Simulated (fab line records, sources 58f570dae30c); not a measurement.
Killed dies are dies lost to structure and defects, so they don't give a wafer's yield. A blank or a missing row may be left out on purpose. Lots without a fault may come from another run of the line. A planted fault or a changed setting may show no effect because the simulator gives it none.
fab line records | flow berkeley_cmos170 | part 1 of 2: steps 1 to 30 of 42
record lots=5 wafers=15 last_day=11
route steps=331 shown PWELL@49 WELLDRIVE@55 ACTIVE@60 PFIELD@79 FIELD@89
lots that met no fault: from a run of the same line without faults
start_h: hours from the record's first day to the start of the lot's first wafer shown | wait_h: hours since the lot's step before | " the same as in the row above | L1.1+2: a row that stands for several wafers | - no value, or no start given | * or withheld: withheld | < > ~ a bound
route shown NAME@n: a module of which the file shows steps, and the number in the route of the first | usual: mean/standard deviation of fault-free wafers | same: alike in all rows | chamber/n: place in a boat | sites: the reading at each site | _std_site: their standard deviation | _edge_site: outer sites' mean less inner sites' | radius_mm: how far each site lies from the wafer's centre | mask NAME#n: copy n | behind: the tool/chamber that last shaped the wafer | hold: why the lot was held/for how many hours/how that ended | device: the transistor (n, p or np) that didn't switch | end of line: the same wafers' tests at the end of the route | a step without rows: its recipe alone | killed: dies lost to structure and defects at the first sort, not the wafer's yield | map: a wafer's dies, x killed, . not, _ none there
set.NAME: the setting as run; set.NAME@STEP: as run at that earlier step | model.NAME: the simulator's own value behind a step, which no gauge read
lots at some steps of the route; a table a step, a row a wafer
services: from which hour (start_h, from the record's first day; less than 0 if before it) a tool's chamber was out of use, for how many hours, and why
## steps
# step UCB170_PWELL_IMPLANT_15
# recipe species=B dose_cm2=5e+12 energy_kev=60 tilt_deg=7
# usual dose_ions_cm2=5.001e+12/5.6e+09
# columns lot.wafer tool chamber start_h wait_h dose_ions_cm2
L080.2 implanter-01 0 86.56 0.1 4.994e+12
L080.5 " 0 " " 4.999e+12
L080.6 " 0 " " 4.994e+12
L082.2 implanter-02 0 90.06 0.1 4.998e+12
L082.3 " 0 " " 5.002e+12
L082.6 " 0 " " 5.005e+12
L081.1 implanter-04 0 90.30 0.1 5.01e+12
L081.2 " 0 " " 5.01e+12
L081.3 " 0 " " 4.995e+12
L091.1 implanter-04 0 137.18 0.1 4.995e+12
L091.4 " 0 " " 4.996e+12
L091.5 " 0 " " 4.999e+12
L096.2 implanter-01 0 159.41 0.1 5e+12
L096.4 " 0 " " 5.002e+12
L096.6 " 0 " " 5.002e+12
# step UCB170_PWELL_STRIP_16
# recipe chemistry=O2 power_w=400 pressure_mtorr=3500 platen_temp_c=withheld o2_flow_sccm=400 overash_fraction=0.5
# usual drypump_motor_current_A=6.0/0.56 oes_product_au=0.721/0.0046 strip_time_to_endpoint_s=18.13/0.086
# columns lot.wafer tool chamber start_h wait_h drypump_motor_current_A oes_product_au rf_hours_counter_h strip_time_to_endpoint_s
L080.2 plasma_asher-04 0 86.69 0.1 5.4 0.723 37 18.07
L080.5 " 0 " " 5.4 0.720 - 18.01
L080.6 " 1 " " 6.5 0.716 - 18.04
L082.2 plasma_asher-04 1 90.19 0.1 6.5 0.721 37 18.28
L082.3 " 0 " " 5.5 0.722 - 18.42
L082.6 " 1 " " 6.5 0.723 - 18.18
L081.1 plasma_asher-01 1 90.45 0.1 6.8 0.724 38 18.15
L081.2 " 0 " " 5.4 0.716 38 18.14
L081.3 " 0 " " 5.4 0.716 - 18.09
L091.1 plasma_asher-01 0 137.33 0.1 5.4 0.727 44 18.10
L091.4 " 1 " " 6.8 0.713 - 18.06
L091.5 " 1 " " 6.8 0.729 - 18.13
L096.2 plasma_asher-04 1 159.53 0.1 6.5 0.725 4 18.08
L096.4 " 1 " " 6.5 0.721 - 18.20
L096.6 " 1 " " 6.5 0.723 - 18.14
# step UCB170_PWELL_TW_MEAS_17
# usual PWELL_TW=377/4.4
# columns lot.wafer tool chamber start_h wait_h PWELL_TW
L080.2 film_metro-03 - 86.80 0.1 385
L080.5 " - " " 383
L080.6 " - " " 384
L082.2 film_metro-04 - 90.30 0.1 370
L082.3 " - " " 371
L082.6 " - " " 370
L081.1 film_metro-01 - 90.55 0.1 379
L081.2 " - " " 379
L081.3 " - " " 379
L091.1 film_metro-04 - 137.43 0.1 373
L091.4 " - " " 371
L091.5 " - " " 373
L096.2 film_metro-04 - 159.64 0.1 371
L096.4 " - " " 371
L096.6 " - " " 370
# step UCB170_PWELL_CLEAN_18
# recipe chemistry=SPM temp_c=120 time_s=600
# columns lot.wafer tool chamber start_h wait_h
L080.2+5+6 wet_bench-01 1 86.85 0.0
L081.1+2+3 wet_bench-01 0 91.05 0.5
L082.2+3+6 wet_bench-01 1 91.05 0.7
L091.1+4+5 wet_bench-03 3 137.49 0.1
L096.2+4+6 wet_bench-03 1 162.73 3.1
# step UCB170_PWELL_WET_ETCH_19
# recipe chemistry=H3PO4 target=Si3N4 temp_c=160 time_s=14400
# columns lot.wafer tool chamber start_h wait_h
L080.2+5+6 wet_bench-01 0 87.02 0.0
L081.1+2+3 wet_bench-01 1 91.41 0.2
L082.2+3+6 wet_bench-01 0 91.41 0.2
L091.1+4+5 wet_bench-01 3 137.67 0.0
L096.2+4+6 wet_bench-01 2 163.08 0.2
# step UCB170_PWELL_WET_ETCH_20
# recipe chemistry=BOE dilution=5:1 target=SiO2 temp_c=25 time_s=22
# columns lot.wafer tool chamber start_h wait_h
L080.2+5+6 wet_bench-01 0 91.22 0.2
L081.1+2+3 wet_bench-03 0 95.42 0.0
L082.2+3+6 wet_bench-03 3 95.42 0.0
L091.1+4+5 wet_bench-03 0 141.94 0.3
L096.2+4+6 wet_bench-03 3 167.09 0.0
# step UCB170_WELLDRIVE_CLEAN_00
# recipe chemistry=SPM temp_c=120 time_s=600
# columns lot.wafer tool chamber start_h wait_h
L080.2+5+6 wet_bench-04 2 91.89 0.7
L081.1+2+3 wet_bench-03 2 95.44 0.0
L082.2+3+6 wet_bench-03 2 95.44 0.0
L091.1+4+5 wet_bench-03 0 141.95 0.0
L096.2+4+6 wet_bench-01 2 167.11 0.0
# step UCB170_WELLDRIVE_OXIDATION_01
# recipe temp_c=1100 ambient=O2 target_thk_a=1990 ox_time_s=9000
# usual tube_center_temp_C=1100/0.095
# columns lot.wafer tool chamber start_h wait_h tube_center_temp_C
L080.2 furnace-03 0 94.42 2.4 1100
L080.5 " 0 " " 1100.1
L080.6 " 0 " " 1100
L081.1 furnace-02 0 98.09 2.5 1099.7
L081.2 " 0 " " 1100.1
L081.3 " 0 " " 1099.9
L082.2 furnace-02 0 98.09 2.5 1100
L082.3 " 0 " " 1099.8
L082.6 " 0 " " 1100
L091.1 furnace-02 0 143.58 1.5 1100.1
L091.4 " 0 " " 1100
L091.5 " 0 " " 1100.1
L096.2 furnace-03 0 167.86 0.6 1100
L096.4 " 0 " " 1099.9
L096.6 " 0 " " 1100
# step UCB170_WELLDRIVE_THK_MEAS_02
# recipe reads=SiO2_of_WELLDRIVE_OXIDATION_01
# usual WELLDRIVE_OXIDE_THK=200/3.7
# columns lot.wafer tool chamber start_h wait_h WELLDRIVE_OXIDE_THK[nm]
L080.2 film_metro-04 - 97.93 0.0 193
L080.5 " - " " 196
L080.6 " - " " 195
L081.1 film_metro-04 - 101.59 0.0 202
L081.2 " - " " 198
L081.3 " - " " 200
L082.2 film_metro-01 - 101.60 0.0 199
L082.3 " - " " 203
L082.6 " - " " 198
L091.1 film_metro-04 - 147.08 0.0 200
L091.4 " - " " 202
L091.5 " - " " 202
L096.2 film_metro-02 - 171.37 0.0 202
L096.4 " - " " 204
L096.6 " - " " 204
# step UCB170_WELLDRIVE_ANNEAL_03
# recipe temp_c=1100 time_s=900 ambient=N2
# usual tube_center_temp_C=1100/0.097
# columns lot.wafer tool chamber start_h wait_h tube_center_temp_C
L080.2 furnace-03 0 99.26 1.3 1100
L080.5 " 0 " " 1100
L080.6 " 0 " " 1100
L081.1 furnace-02 0 104.17 2.6 1100.1
L081.2 " 0 " " 1100
L081.3 " 0 " " 1100.1
L082.2 furnace-02 0 104.17 2.6 1099.9
L082.3 " 0 " " 1100
L082.6 " 0 " " 1099.8
L091.1 furnace-03 0 151.08 4.0 1100.2
L091.4 " 0 " " 1100.1
L091.5 " 0 " " 1100.2
L096.2 furnace-03 0 173.86 2.5 1099.9
L096.4 " 0 " " 1099.9
L096.6 " 0 " " 1100.3
# step UCB170_WELLDRIVE_WET_ETCH_04
# recipe chemistry=BOE dilution=5:1 target=SiO2 temp_c=25 time_s=120
# columns lot.wafer tool chamber start_h wait_h
L080.2+5+6 wet_bench-04 1 100.51 0.0
L081.1+2+3 wet_bench-01 2 105.84 0.4
L082.2+3+6 wet_bench-01 3 105.84 0.4
L091.1+4+5 wet_bench-01 0 152.33 0.0
L096.2+4+6 wet_bench-04 1 175.11 0.0
# step UCB170_ACTIVE_CLEAN_00
# recipe chemistry=SPM temp_c=120 time_s=600
# columns lot.wafer tool chamber start_h wait_h
L080.2+5+6 wet_bench-04 0 100.55 0.0
L081.1+2+3 wet_bench-04 0 106.12 0.2
L082.2+3+6 wet_bench-04 2 106.12 0.2
L091.1+4+5 wet_bench-04 3 152.38 0.0
L096.2+4+6 wet_bench-01 3 175.15 0.0
# step UCB170_ACTIVE_CLEAN_01
# recipe chemistry=dHF dilution=25:1 time_s=60
# columns lot.wafer tool chamber start_h wait_h
L080.2+5+6 wet_bench-04 2 100.72 0.0
L081.1+2+3 wet_bench-04 0 106.31 0.0
L082.2+3+6 wet_bench-04 0 106.31 0.0
L091.1+4+5 wet_bench-01 2 152.57 0.0
L096.2+4+6 wet_bench-04 2 175.33 0.0
# step UCB170_ACTIVE_OXIDATION_02
# recipe temp_c=1000 ambient=O2 target_thk_a=264 ox_time_s=1260
# usual tube_center_temp_C=1000/0.083
# columns lot.wafer tool chamber start_h wait_h tube_center_temp_C
L080.2 furnace-01 0 103.57 2.8 999.84
L080.5 " 0 " " 999.94
L080.6 " 0 " " 1000.1
L081.1 furnace-02 0 108.00 1.7 1000.1
L081.2 " 0 " " 1000.1
L081.3 " 0 " " 1000
L082.2 furnace-02 0 108.00 1.7 1000
L082.3 " 0 " " 999.99
L082.6 " 0 " " 1000
L091.1 furnace-01 0 156.02 3.4 999.97
L091.4 " 0 " " 1000.1
L091.5 " 0 " " 1000.1
L096.2 furnace-01 0 178.52 3.2 1000
L096.4 " 0 " " 1000.1
L096.6 " 0 " " 1000.1
# step UCB170_ACTIVE_THK_MEAS_03
# recipe reads=SiO2_of_ACTIVE_OXIDATION_02
# usual ACTIVE_OXIDE_THK=26.0/0.54
# columns lot.wafer tool chamber start_h wait_h ACTIVE_OXIDE_THK[nm]
L080.2 film_metro-01 - 104.93 0.0 28.0
L080.5 " - " " 27.7
L080.6 " - " " 27.3
L082.2 film_metro-02 - 109.36 0.0 26.4
L082.3 " - " " 26.7
L082.6 " - " " 26.5
L081.1 film_metro-02 - 109.41 0.1 26.3
L081.2 " - " " 26.2
L081.3 " - " " 26.7
L091.1 film_metro-03 - 157.37 0.0 26.0
L091.4 " - " " 26.4
L091.5 " - " " 26.2
L096.2 film_metro-02 - 179.91 0.0 25.4
L096.4 " - " " 25.5
L096.6 " - " " 25.8
# step UCB170_ACTIVE_ANNEAL_04
# recipe temp_c=1000 time_s=900 ambient=N2
# usual tube_center_temp_C=1000/0.1
# columns lot.wafer tool chamber start_h wait_h tube_center_temp_C
L080.2 furnace-02 0 106.75 1.8 999.78
L080.5 " 0 " " 1000
L080.6 " 0 " " 1000
L081.1 furnace-03 0 111.69 2.3 1000.2
L081.2 " 0 " " 999.93
L081.3 " 0 " " 999.98
L082.2 furnace-03 0 111.69 2.3 1000.1
L082.3 " 0 " " 1000.1
L082.6 " 0 " " 999.97
L091.1 furnace-03 0 161.01 3.6 1000
L091.4 " 0 " " 999.96
L091.5 " 0 " " 999.94
L096.2 furnace-01 0 181.12 1.2 999.93
L096.4 " 0 " " 1000
L096.6 " 0 " " 999.97
# step UCB170_ACTIVE_CVD_05
# recipe material=Si3N4 target_thk_nm=220 temp_c=800 precursor=SiH2Cl2/NH3 time_s=3300 pressure_mtorr=200 sih2cl2_flow_sccm=25 nh3_flow_sccm=75
# usual sih2cl2_flow_sccm=25.01/0.078
# columns lot.wafer tool chamber start_h wait_h sih2cl2_flow_sccm
L080.2 lpcvd-01 0 108.00 0.0 25.03
L080.5 " 0 " " 25.12
L080.6 " 0 " " 25.02
L081.1 lpcvd-01 0 112.94 0.0 24.92
L081.2 " 0 " " 24.99
L081.3 " 0 " " 24.92
L082.2 lpcvd-01 0 112.94 0.0 24.84
L082.3 " 0 " " 24.98
L082.6 " 0 " " 24.94
L091.1 lpcvd-01 1 162.26 0.0 24.86
L091.4 " 1 " " 24.98
L091.5 " 1 " " 24.91
L096.2 lpcvd-01 1 182.37 0.0 24.78
L096.4 " 1 " " 24.98
L096.6 " 1 " " 24.87
# step UCB170_ACTIVE_THK_MEAS_06
# recipe reads=Si3N4_of_ACTIVE_CVD_05
# usual ACTIVE_NITRIDE_THK=220.0/2.2
# columns lot.wafer tool chamber start_h wait_h ACTIVE_NITRIDE_THK[nm]
L080.2 film_metro-02 - 109.93 0.0 217.9
L080.5 " - " " 220.5
L080.6 " - " " 220.8
L081.1 film_metro-01 - 114.86 0.0 220.4
L081.2 " - " " 221.8
L081.3 " - " " 220.6
L082.2 film_metro-02 - 114.87 0.0 218.5
L082.3 " - " " 217.5
L082.6 " - " " 217.3
L091.1 film_metro-02 - 164.18 0.0 221.2
L091.4 " - " " 220.1
L091.5 " - " " 219.3
L096.2 film_metro-01 - 184.30 0.0 217.0
L096.4 " - " " 216.5
L096.6 " - " " 216.8
# step UCB170_ACTIVE_HMDS_07
# recipe prime_time_s=60 prime_temp_c=100
# columns lot.wafer tool chamber start_h wait_h
L080.2+5+6 litho_track-02 0 110.25 0.3
L081.1+2+3 litho_track-02 0 115.04 0.2
L082.2+3+6 litho_track-01 0 115.07 0.2
L091.1+4+5 litho_track-02 0 164.24 0.1
L096.2+4+6 litho_track-01 0 184.58 0.3
# step UCB170_ACTIVE_COAT_08
# recipe resist=KrF spin_rpm=1500 resist_thk_nm=900
# columns lot.wafer tool chamber start_h wait_h
L080.2+5+6 litho_track-02 0 110.40 0.1
L081.1+2+3 litho_track-02 0 115.19 0.1
L082.2+3+6 litho_track-01 0 115.22 0.1
L091.1+4+5 litho_track-02 0 164.39 0.1
L096.2+4+6 litho_track-01 0 184.73 0.1
# step UCB170_ACTIVE_SOFTBAKE_09
# recipe resist=KrF temp_c=130 time_s=60
# usual heater_power_total_W=56.80/0.045
# columns lot.wafer tool chamber start_h wait_h heater_power_total_W
L080.2 litho_track-02 0 110.55 0.1 56.86
L080.5 " 0 " " 56.78
L080.6 " 0 " " 56.80
L081.1 litho_track-02 0 115.34 0.1 56.85
L081.2 " 0 " " 56.82
L081.3 " 0 " " 56.74
L082.2 litho_track-01 0 115.37 0.1 56.78
L082.3 " 0 " " 56.83
L082.6 " 0 " " 56.77
L091.1 litho_track-02 0 164.54 0.1 56.84
L091.4 " 0 " " 56.79
L091.5 " 0 " " 56.80
L096.2 litho_track-01 0 184.88 0.1 56.74
L096.4 " 0 " " 56.84
L096.6 " 0 " " 56.80
# step UCB170_ACTIVE_EXPOSE_10
# recipe mask_id=ACTIVE target_cd_nm=1200 na=0.5 sigma_outer=0.6 source_shape=conventional dose_mj=20
# columns lot.wafer tool chamber start_h wait_h mask
L080.2+5+6 krf_scanner-02 0 110.82 0.2 ACTIVE#0
L081.1+2+3 krf_scanner-01 0 115.70 0.3 ACTIVE#0
L082.2+3+6 krf_scanner-02 0 115.96 0.6 ACTIVE#0
L091.1+4+5 krf_scanner-02 0 164.81 0.2 ACTIVE#0
L096.2+4+6 krf_scanner-02 0 185.19 0.3 ACTIVE#0
# step UCB170_ACTIVE_PEB_11
# recipe peb_temp_c=130 peb_time_s=withheld resist=KrF
# usual heater_power_total_W=56.79/0.044
# columns lot.wafer tool chamber start_h wait_h heater_power_total_W
L080.2 litho_track-02 0 111.15 0.3 56.74
L080.5 " 0 " " 56.81
L080.6 " 0 " " 56.78
L081.1 litho_track-01 0 115.82 0.1 56.78
L081.2 " 0 " " 56.74
L081.3 " 0 " " 56.79
L082.2 litho_track-04 0 116.09 0.1 56.74
L082.3 " 0 " " 56.76
L082.6 " 0 " " 56.82
L091.1 litho_track-02 0 164.93 0.1 56.78
L091.4 " 0 " " 56.82
L091.5 " 0 " " 56.77
L096.2 litho_track-02 0 185.31 0.1 56.83
L096.4 " 0 " " 56.86
L096.6 " 0 " " 56.70
# step UCB170_ACTIVE_DEVELOP_12
# recipe developer=TMAH develop_time_s=45 resist=KrF dev_temp_c=21
# columns lot.wafer tool chamber start_h wait_h
L080.2+5+6 litho_track-02 0 - -
L081.1+2+3 litho_track-01 0 - -
L082.2+3+6 litho_track-04 0 - -
L091.1+4+5 litho_track-02 0 - -
L096.2+4+6 litho_track-02 0 - -
# step UCB170_ACTIVE_CD_MEAS_13
# recipe target_cd_nm=1200
# usual cd_nm=1200.2/1.2
# columns lot.wafer tool chamber start_h wait_h cd_nm
L080.2 cd_sem-02 - 111.42 - 1199.2
L080.5 " - " " 1201.1
L080.6 " - " " 1200.9
L081.1 cd_sem-01 - 116.16 - 1200.7
L081.2 " - " " 1200.7
L081.3 " - " " 1199.2
L082.2 cd_sem-01 - 116.36 - 1200.0
L082.3 " - " " 1200.0
L082.6 " - " " 1202.3
L091.1 cd_sem-02 - 165.21 - 1199.8
L091.4 " - " " 1198.8
L091.5 " - " " 1196.5
L096.2 cd_sem-01 - 185.58 - 1199.8
L096.4 " - " " 1201.2
L096.6 " - " " 1199.6
# step UCB170_ACTIVE_OVL_MEAS_14
# usual ACTIVE_OVL=2/5.6
# columns lot.wafer tool chamber start_h wait_h ACTIVE_OVL[nm]
L080.2 overlay-02 - 111.53 0.1 0
L080.5 " - " " -6
L080.6 " - " " 1
L081.1 overlay-02 - 116.28 0.1 3
L081.2 " - " " 3
L081.3 " - " " 4
L082.2 overlay-01 - 116.46 0.1 -3
L082.3 " - " " -3
L082.6 " - " " -6
L091.1 overlay-01 - 165.33 0.1 -4
L091.4 " - " " 2
L091.5 " - " " -1
L096.2 overlay-01 - 185.68 0.1 4
L096.4 " - " " 3
L096.6 " - " " 7
# step UCB170_ACTIVE_ETCH_15
# recipe chemistry=CH3F/Ar/O2 target=Si3N4 stop_on=SiO2 CH3F_flow_sccm=20 Ar_flow_sccm=50 O2_flow_sccm=7 pressure_mtorr=50 rf_w=450 target_depth_a=2420 over_etch_frac=0.1 time_s=151
# usual drypump_motor_current_A=6.0/0.42 oes_product_au=0.934/0.012 throttle_valve_pct=8.02/0.15
# columns lot.wafer tool chamber start_h wait_h drypump_motor_current_A oes_product_au rf_hours_counter_h throttle_valve_pct
L080.2 rie_diel-01 3 111.56 0.0 6.2 0.939 1 7.89
L080.5 " 0 " " 6.4 0.940 - 7.90
L080.6 " 1 " " 6.0 0.924 - 8.21
L081.1 rie_diel-02 3 116.32 0.0 6.4 0.953 156 8.21
L081.2 " 1 " " 5.6 0.927 108 7.79
L081.3 " 2 " " 6.6 0.924 90 7.86
L082.2 rie_diel-04 0 116.49 0.0 5.7 0.922 90 8.21
L082.3 " 2 " " 5.3 0.923 156 7.91
L082.6 " 1 " " 5.9 0.936 - 8.05
L091.1 rie_diel-01 2 165.36 0.0 5.4 0.938 148 8.09
L091.4 " 2 " " 5.4 0.939 - 8.10
L091.5 " 3 " " 6.2 0.938 - 7.90
L096.2 rie_diel-01 2 185.71 0.0 5.5 0.924 149 8.09
L096.4 " 0 " " 6.4 0.925 20 7.91
L096.6 " 1 " " 6.0 0.933 - 8.22
# step UCB170_ACTIVE_STRIP_16
# recipe chemistry=O2 power_w=400 pressure_mtorr=3500 platen_temp_c=withheld o2_flow_sccm=400 overash_fraction=0.5
# usual drypump_motor_current_A=5.8/0.44 oes_product_au=0.722/0.0047 strip_time_to_endpoint_s=18.11/0.075
# columns lot.wafer tool chamber start_h wait_h drypump_motor_current_A oes_product_au rf_hours_counter_h strip_time_to_endpoint_s
L080.2 plasma_asher-03 1 111.66 0.1 5.6 0.716 32 18.21
L080.5 " 1 " " 5.6 0.712 - 18.17
L080.6 " 0 " " 5.2 0.719 - 18.11
L081.1 plasma_asher-02 0 116.42 0.1 6.2 0.723 42 18.11
L081.2 " 1 " " 5.9 0.721 42 18.11
L081.3 " 0 " " 6.2 0.720 - 18.06
L082.2 plasma_asher-03 0 116.59 0.1 5.2 0.724 32 18.10
L082.3 " 1 " " 5.6 0.731 - 18.09
L082.6 " 1 " " 5.6 0.715 - 18.05
L091.1 plasma_asher-04 1 165.46 0.1 6.5 0.718 5 18.15
L091.4 " 1 " " 6.5 0.729 - 18.17
L091.5 " 0 " " 5.4 0.725 - 18.10
L096.2 plasma_asher-03 0 185.82 0.1 5.2 0.716 39 18.24
L096.4 " 1 " " 5.6 0.718 - 18.10
L096.6 " 0 " " 5.2 0.719 - 18.12
# step UCB170_ACTIVE_CD_MEAS_90
# recipe target_cd_nm=1200
# usual cd_nm=1200.2/1.2
# columns lot.wafer tool chamber start_h wait_h cd_nm
L080.2 cd_sem-01 - 111.78 0.1 1199.4
L080.5 " - " " 1201.2
L080.6 " - " " 1200.5
L081.1 cd_sem-02 - 116.55 0.1 1201.2
L081.2 " - " " 1200.7
L081.3 " - " " 1199.4
L082.2 cd_sem-02 - 116.71 0.1 1199.9
L082.3 " - " " 1199.2
L082.6 " - " " 1201.3
L091.1 cd_sem-01 - 165.56 0.1 1199.4
L091.4 " - " " 1198.5
L091.5 " - " " 1196.4
L096.2 cd_sem-01 - 185.94 0.1 1199.7
L096.4 " - " " 1201.1
L096.6 " - " " 1199.7
# step UCB170_ACTIVE_CLEAN_17
# recipe chemistry=SPM temp_c=120 time_s=600
# columns lot.wafer tool chamber start_h wait_h
L080.2+5+6 wet_bench-03 2 112.47 0.7
L081.1+2+3 wet_bench-01 0 116.67 0.1
L082.2+3+6 wet_bench-01 0 116.84 0.1
L091.1+4+5 wet_bench-03 2 165.68 0.1
L096.2+4+6 wet_bench-04 0 186.04 0.1
